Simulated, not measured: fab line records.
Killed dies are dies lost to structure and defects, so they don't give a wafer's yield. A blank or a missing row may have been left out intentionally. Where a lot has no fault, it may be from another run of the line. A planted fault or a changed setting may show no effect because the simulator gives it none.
2 desks, one fault + flow berkeley-cmos170 + only its own numbers are on each desk; what lay behind them is given at the end

== DESK OF THE TOOL OWNER: rtp-anneal-02 ==
At UCB170_SILICIDE_RTA_04 (time 15 s), the tool's own readings, given per lot that ran on this tool as the mean of the sampled wafers with a number. The brackets show how far a lot's mean lies from the usual mean; more than 4 standard deviations puts the lot out of limits, marked OUT.
Columns: A = lamp-power-pct at UCB170_SILICIDE_RTA_04, usual 8.929 %; B = wafer_temp_C_max at UCB170_SILICIDE_RTA_04, usual 652.4
| lot  | first seen here | A                        | B                       |
|------|-----------------|--------------------------|-------------------------|
| L161 | day 8 09:39     | 8.922                    | 652.1                   |
| L160 | day 8 10:20     | 8.923                    | 652.1                   |
| L163 | day 8 13:17     | 14.246 (+99 or more) OUT | 792.2 (+99 or more) OUT |
| L166 | day 9 01:28     | 14.251 (+99 or more) OUT | 791.7 (+99 or more) OUT |
This desk's verdict: out of limits on L163, L166, starting with L163 at day 8 13:17 (lamp-power-pct at UCB170_SILICIDE_RTA_04). In limits: L161, L160.

== THE METROLOGY DESK ==
Lot by lot, what the gauges showed, no matter which tool ran the lot: averages of those sampled wafers that carry a number. The brackets show how far a lot's mean lies from the usual mean; more than 4 standard deviations puts the lot out of limits, marked OUT.
Columns: A = PSD_RS at UCB170_SDANNEAL_RS_MEAS_02, usual 75.6 ohm/sq; B = NSD_RS at UCB170_SDANNEAL_RS_MEAS_03, usual 37.29 ohm/sq; C = PLDD_RS at UCB170_SDANNEAL_RS_MEAS_04, usual 1032 ohm/sq; D = NLDD_RS at UCB170_SDANNEAL_RS_MEAS_05, usual 616.4 ohm/sq; E = SILICIDE_TI_RS at UCB170_SILICIDE_RS_MEAS_02, usual 26.1 ohm/sq; F = SILICIDE_TI_THK at UCB170_SILICIDE_THK_MEAS_03, usual 30.5 nm
| lot  | first seen here | A    | B     | C    | D     | E    | F    |
|------|-----------------|------|-------|------|-------|------|------|
| L161 | day 8 08:53     | 75.7 | 37.27 | 1031 | 615.1 | 25.7 | 31.0 |
| L160 | day 8 09:35     | 75.3 | 37.26 | 1029 | 616.3 | 26.0 | 30.8 |
| L164 | day 8 12:03     | 76.0 | 37.35 | 1037 | 620.6 | 26.0 | 30.5 |
| L163 | day 8 12:32     | 75.7 | 37.42 | 1036 | 616.4 | 26.7 | 30.2 |
| L162 | day 8 12:54     | 75.2 | 37.27 | 1028 | 614.8 | 26.0 | 30.7 |
| L166 | day 9 00:43     | 75.2 | 37.13 | 1030 | 614.7 | 26.1 | 30.6 |
This desk's verdict: no lot among the 6 shows anything out of limits.

== BROUGHT TOGETHER ==
At day 8 13:17, on L163, L166, the tool owner's desk was in a position to raise an alarm.
At the metrology desk, nothing out of limits was observed.
The metrology desk has L163, L166 on record, within its limits.
All the named lots went through UCB170_SILICIDE_RTA_04 on rtp-anneal-02.

== WHAT THE SIMULATOR HAD PUT IN ==
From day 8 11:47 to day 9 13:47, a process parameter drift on rtp-anneal-02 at UCB170_SILICIDE_RTA_04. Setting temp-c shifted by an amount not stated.
Shown lots that were struck: L163, L166.
How many hours passed from the start of the fault until each desk's first out-of-limits reading: the tool owner's desk, 1.
